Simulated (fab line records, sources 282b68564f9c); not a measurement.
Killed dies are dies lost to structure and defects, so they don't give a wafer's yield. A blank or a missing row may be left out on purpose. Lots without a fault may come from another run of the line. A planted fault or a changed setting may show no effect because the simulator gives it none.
Split-lot experiment | flow rit_cmos | 5 lots, 23 wafers read, on a route of 202 steps

THE SPLIT
At RIT_CONTACT_CVD_00 (deposits SiO2 from TEOS, target thk 400 nm, time 61 s), the setting time_s was moved away from the recipe's 61 s on 4 of the 23 wafers read, by -10.7% to +13.8%. The other wafers ran this setting at the recipe's value.

The file shows no step between the split and the reading.

THE READING
CONTACT_TEOS_THK, in nm, at RIT_CONTACT_THK_MEAS_01. Fault-free wafers of this fab line usually give 402 nm, standard deviation 5.4 nm.

wafer  | tool, chamber at the split | time_s as run, s | against the recipe | CONTACT_TEOS_THK, nm | against lot-mates on the recipe
L076.2 | pecvd-01, 1                | 61               | recipe             | 396                  | -
L076.3 | pecvd-01, 0                | 61               | recipe             | 398                  | -
L076.4 | pecvd-01, 1                | 61               | recipe             | 403                  | -
L076.5 | pecvd-01, 0                | 61               | recipe             | 405                  | -
L076.6 | pecvd-01, 2                | 61               | recipe             | 402                  | -
L082.1 | pecvd-01, 0                | 61               | recipe             | 395                  | -
L082.2 | pecvd-01, 1                | 61               | recipe             | 395                  | -
L082.3 | pecvd-01, 2                | 69.39            | +13.8%             | 450                  | +52
L082.4 | pecvd-01, 1                | 61               | recipe             | 403                  | -
L082.6 | pecvd-01, 0                | 69.39            | +13.8%             | 457                  | +59
L083.1 | pecvd-02, 0                | 61               | recipe             | 400                  | -
L083.2 | pecvd-02, 2                | 54.49            | -10.7%             | 353                  | -50
L083.3 | pecvd-02, 1                | 54.49            | -10.7%             | 364                  | -39
L083.4 | pecvd-02, 0,2              | 61               | recipe             | 407                  | -
L083.5 | pecvd-02, 0,2              | 61               | recipe             | 402                  | -
L084.1 | pecvd-03, 2                | 61               | recipe             | 397                  | -
L084.2 | pecvd-03, 1                | 61               | recipe             | 395                  | -
L084.3 | pecvd-03, 1                | 61               | recipe             | 405                  | -
L085.2 | pecvd-01, 1                | 61               | recipe             | 385                  | -
L085.3 | pecvd-01, 0                | 61               | recipe             | 397                  | -
L085.4 | pecvd-01, 0,1,2            | 61               | recipe             | 399                  | -
L085.5 | pecvd-01, 0,1,2            | 61               | recipe             | 395                  | -
L085.6 | pecvd-01, 0,1,2            | 61               | recipe             | 394                  | -
Where a row lists several chambers, the file gives one row for several wafers and doesn't say which wafer went through which chamber.

THE FIT
A straight line over all 23 wafers: CONTACT_TEOS_THK changes by +3.9 nm for each +1% of time_s; r = +0.97; the points scatter about the line by 5.2 nm.
The same after taking each lot's own level away (the mean of its wafers on the recipe; 23 wafers): +4.1 nm for each +1%; r = +0.98; scatter 4.3 nm.
On that fit, the largest move of time_s shifts the reading by 56 nm.
The lots' own levels span 394.0 to 403.0 nm, that is 1.7 times the standard deviation above.
So the lot-to-lot level changes the slope little: the two slopes agree.
Check: with one of the wafers moved furthest among these (+13.8%) left out of the fit, the line predicts +58.4 nm for it against its lot-mates. It came out at +52.3 nm against them.

OTHER SPLITS ON THESE WAFERS
These wafers also went through other splits before the reading. Each is held against what the fit with the lots' levels taken away leaves over:
other split on the same wafers  | wafers away from the commonest value | r with CONTACT_TEOS_THK (lot level and that fit taken away)
RIT_ACTIVE_CVD_03 nh3_flow_sccm | 18                                   | +0.02
RIT_FOX1_OXIDATION_00 ox_time_s | 18                                   | -0.01
RIT_NWELL_COAT_01 spin_rpm      | 5                                    | -0.08
RIT_NWELL_IMPLANT_08 dose_cm2   | 9                                    | +0.06
RIT_PWELL_IMPLANT_08 dose_cm2   | 7                                    | +0.27
RIT_PRETRO_SOFTBAKE_02 temp_c   | 6                                    | -0.10
RIT_GATE_CVD_08 time_s          | 18                                   | +0.00
RIT_PLDD_IMPLANT_08 energy_kev  | 4                                    | -0.31
RIT_PSD_IMPLANT_08 energy_kev   | 3                                    | -0.11
RIT_SDANNEAL_RTA_03 time_s      | 10                                   | -0.17
RIT_SILICIDE_SPUTTER_01 time_s  | 5                                    | -0.07

THE WHOLE CHAIN: every reading that the file lists as answering this split, in the file's order
step                    | what it does                                          | reading                                                                        | change (the file's fit)              | r (the file's)
RIT_CONTACT_CVD_00      | deposits SiO2 from TEOS, target thk 400 nm, time 61 s | SiO2_of_CONTACT_CVD_00.thk_nm (the simulator's own value, which no gauge read) | +3.94 nm for each +1% of the setting | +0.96
RIT_CONTACT_THK_MEAS_01 |                                                       | CONTACT_TEOS_THK                                                               | +4.1 for each +1% of the setting     | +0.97

THE FILE'S OWN FIT
CONTACT_TEOS_THK changes by +4.1 nm for each +1% of time_s, r = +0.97.
